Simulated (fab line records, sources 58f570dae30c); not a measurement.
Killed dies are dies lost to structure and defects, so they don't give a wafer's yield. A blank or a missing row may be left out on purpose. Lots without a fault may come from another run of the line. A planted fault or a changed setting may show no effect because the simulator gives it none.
Which tool did it? | flow berkeley_cmos170 | 15 lots, 45 wafers sampled, at 4 steps of a route of 331

WHAT THE GAUGES READ, wafer by wafer
UCB170_ACTIVE_CD_MEAS_90: target cd 1200 nm. Usual: cd_nm 1199.7 nm, standard deviation 1.4.
lot  | measured    | on        | cd_nm (nm)           | flag
L904 | day 5 07:09 | cd_sem-01 | 1197.9 1198.8 1197.9 |
L906 | day 5 15:27 | cd_sem-01 | 1198.9 1198.0 1197.8 |
L905 | day 5 15:43 | cd_sem-02 | 1200.2 1197.9 1197.5 |
L907 | day 6 00:02 | cd_sem-02 | 1197.8 1199.6 1197.9 |
L908 | day 6 00:18 | cd_sem-01 | 1199.8 1200.3 1199.7 |
L909 | day 6 09:19 | cd_sem-01 | 1201.4 1200.8 1200.4 |
L910 | day 6 19:04 | cd_sem-02 | 1201.6 1201.5 1201.0 |
L912 | day 6 19:14 | cd_sem-01 | 1200.0 1201.6 1201.7 |
L914 | day 7 01:11 | cd_sem-01 | 1199.6 1199.2 1200.2 |
L913 | day 7 01:25 | cd_sem-02 | 1200.8 1200.8 1200.7 |
L921 | day 8 04:22 | cd_sem-01 | 1199.1 1200.2 1201.3 |
L918 | day 8 04:27 | cd_sem-02 | 1197.0 1199.5 1197.9 |
L923 | day 9 09:24 | cd_sem-01 | 1199.6 1200.6 1200.3 |
L926 | day 9 09:44 | cd_sem-02 | 1200.5 1199.9 1201.7 |
L924 | day 9 09:48 | cd_sem-01 | 1197.3 1197.9 1197.7 |

UCB170_FIELD_THK_MEAS_90. Usual: FIELD_OXIDE_LEFT_1_THK 444 nm, standard deviation 10.
lot  | measured     | on            | FIELD_OXIDE_LEFT_1_THK (nm) | flag
L904 | day 6 02:46  | film_metro-04 | 454 454 454                 |
L906 | day 6 15:10  | film_metro-04 | 449 444 443                 |
L905 | day 6 15:11  | film_metro-02 | 442 449 443                 |
L907 | day 6 22:31  | film_metro-01 | 472 457 462                 |
L908 | day 6 22:32  | film_metro-04 | 448 450 445                 |
L909 | day 7 03:05  | film_metro-04 | 432 425 427                 |
L910 | day 7 12:01  | film_metro-01 | 438 442 450                 |
L912 | day 7 11:59  | film_metro-02 | 453 448 438                 |
L914 | day 8 00:19  | film_metro-01 | 438 439 432                 |
L913 | day 8 00:18  | film_metro-02 | 447 442 431                 |
L921 | day 9 01:36  | film_metro-02 | 443 441 438                 |
L918 | day 9 01:32  | film_metro-01 | 426 443 428                 |
L923 | day 10 02:59 | film_metro-04 | 439 438 434                 |
L926 | day 10 03:00 | film_metro-01 | 433 427 441                 |
L924 | day 10 03:13 | film_metro-02 | 461 455 446                 |

UCB170_NLDD_TW_MEAS_11. Usual: NLDD_TW 2207, standard deviation 21.
lot  | measured     | on            | NLDD_TW        | flag
L904 | day 8 00:03  | film_metro-03 | 2179 2170 2180 |
L906 | day 8 08:06  | film_metro-01 | 2212 2208 2208 |
L905 | day 8 07:50  | film_metro-03 | 2173 2166 2182 |
L907 | day 8 15:35  | film_metro-02 | 2224 2219 2237 |
L908 | day 8 15:13  | film_metro-01 | 2210 2204 2201 |
L909 | day 9 03:04  | film_metro-01 | 2197 2194 2211 |
L910 | day 9 09:25  | film_metro-02 | 2239 2239 2236 |
L912 | day 9 08:50  | film_metro-03 | 2175 2194 2191 |
L914 | day 9 21:07  | film_metro-02 | 2243 2225 2232 |
L913 | day 9 21:23  | film_metro-03 | 2189 2175 2184 |
L921 | day 10 17:08 | film_metro-02 | 30 30 30       | OFF
L918 | day 10 17:01 | film_metro-01 | 2208 2206 2218 |
L923 | day 11 20:59 | film_metro-02 | 30 30 30       | OFF
L926 | day 11 22:22 | film_metro-01 | 2206 2198 2219 |
L924 | day 11 21:49 | film_metro-01 | 30 30 30       | OFF

WHICH TOOL RAN EACH LOT (tool, then ch and the chambers of the sampled wafers, then the start)
lot  | UCB170_NLDD_DEVELOP_05
L904 | litho_track-04 ch 0, day 7 23:00
L906 | litho_track-01 ch 0, day 8 07:00
L905 | litho_track-01 ch 0, day 8 07:00
L907 | litho_track-01 ch 0, day 8 14:00
L908 | litho_track-04 ch 0, day 8 14:00
L909 | litho_track-01 ch 0, day 9 02:00
L910 | litho_track-04 ch 0, day 9 08:00
L912 | litho_track-04 ch 0, day 9 08:00
L914 | litho_track-03 ch 0, day 9 20:00
L913 | litho_track-03 ch 0, day 9 20:00
L921 | litho_track-01 ch 0, day 10 16:00
L918 | litho_track-03 ch 0, day 10 16:00
L923 | litho_track-01 ch 0, day 11 20:00
L926 | litho_track-03 ch 0, day 11 21:00
L924 | litho_track-01 ch 0, day 11 21:00
- UCB170_NLDD_DEVELOP_05: develop time 45 s.

WHAT THE TOOLS THEMSELVES READ (means of the sampled wafers that have a number; where no wafer has one, the mark that the record gives instead)
The record holds no such reading with a usual standard deviation.

THE ANSWER, worked out from the rows above alone
Rule: a lot is off if the mean of its wafers that have a number lies more than 3 standard deviations from the usual mean. A lot without any number at a reading at which 4 lots or more have one is off too. The other lots that the step has rows for count as sound. The gauges are gone through in route order, then the tools' own readings, and for those a lot's mean is taken as printed above. The first step at which some lot is off is used, and at that step the reading that is off furthest; a lot without a number counts as furthest.
Off: L921, L923, L924, at UCB170_NLDD_TW_MEAS_11 (NLDD_TW).
A tool fits if, at a process step before that reading, it ran every lot that is off, and no sound lot after the first of them. The gauges at UCB170_NLDD_TW_MEAS_11 are tried like those tools. One fits: litho_track-01 at UCB170_NLDD_DEVELOP_05. Its last sound lot is L909 (day 9 02:00), its first lot that is off L921 (day 10 16:00): a fault that began between those two fits.

WHAT THE SIMULATOR HAD PUT IN
Process parameter drift: litho_track-01, from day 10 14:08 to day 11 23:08, at UCB170_NLDD_DEVELOP_05. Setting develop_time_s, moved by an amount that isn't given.
Lots struck among those shown: L921, L923, L924. The rule above found the same.
